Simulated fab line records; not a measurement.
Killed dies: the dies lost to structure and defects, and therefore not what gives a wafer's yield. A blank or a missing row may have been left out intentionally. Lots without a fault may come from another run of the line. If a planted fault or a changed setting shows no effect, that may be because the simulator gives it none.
Problem report, 8D (eight disciplines) form, completed by code / flow rit cmos / the parts of the form that need people (team, actions taken, sign-off) are left out

== 1. THE PROBLEM ==
Wafers without a fault read 159.4 W, standard deviation 0.5; rf fwd power W at RIT_GATE_ETCH_19 reads a mean of 185.0 W on 6 wafers belonging to 2 lots. That is +51 standard deviations from the usual mean.
The step: etches poly-Si in SF6/CHF3/O2, stops on SiO2, time 165 s, target depth 312.5 nm.
Earliest sighting: wafer L519.1 on rie si-01 at day 6 20:42. At this step, 42 wafers from 14 lots have a number in the record. Rule for "out", or "out of limits": more than 4 standard deviations from the usual mean. The other wafers with a number count as sound.

== 2. WHAT IT IS; WHAT IT IS NOT ==
question=which readings at this step | is=rf fwd power W | is not=drypump motor current A, oes product au, throttle valve pct
question=which lots | is=L519, L521 | is not=L503, L504, L505, L506, L507, L509, L510, L511, L513, L515, L516, L522
question=which wafers of those lots | is=all that have a number | is not=-
question=read on which tools | is=rie si-01 | is not=rie si-02
question=when | is=from day 6 20:42 | is not=up to then (33 sound wafers); but 3 sound wafers of L522 came after

== 3. SUSPECTS, AND WHAT RULES EACH OUT ==
Counting: a tool stays on the suspect list if, at a process step up to the reading, it processed all lots that are out and no sound lot following the first of them.
- rie si-01 at RIT_GATE_ETCH_19 (etches poly-Si in SF6/CHF3/O2, stops on SiO2, time 165 s, target depth 312.5 nm): kept. It ran every lot that is out, first L519 (day 6 20:42), and no sound lot after that; its last sound lot up to then is L515 (day 5 12:05). On those wafers its own readings are out: rf fwd power W.
Remaining after the count: rie si-01 at RIT_GATE_ETCH_19.

== 4. THE CAUSE (what the simulator had put in) ==
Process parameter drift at RIT_GATE_ETCH_19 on rie si-01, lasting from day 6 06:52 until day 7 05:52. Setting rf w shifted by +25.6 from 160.
This tool alone remained once counting was done.

== 5. THE CHAIN OF EFFECTS, in route order ==
Each row: a reading whose mean over the struck wafers that have a number lies more than 3 standard deviations from the usual. Only readings whose record carries a usual standard deviation are examined. hours: median over the lots of the time between each lot's start at the first step of this table that gives one and its start at this step. sigmas: the change, counted in usual standard deviations.
hours=0; step=RIT_GATE_ETCH_19; reading=rf fwd power W; usual=159.4 W; on struck wafers=185.0; change=+25.6; sigmas=+51
The process steps in it:
- RIT_GATE_ETCH_19: etches poly-Si in SF6/CHF3/O2, stops on SiO2, time 165 s, target depth 312.5 nm.

== 6. WHAT WOULD HAVE CAUGHT IT SOONER ==
In this record the first reading out of limits was taken at day 6 20:42, 14 hours after the fault began at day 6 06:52.
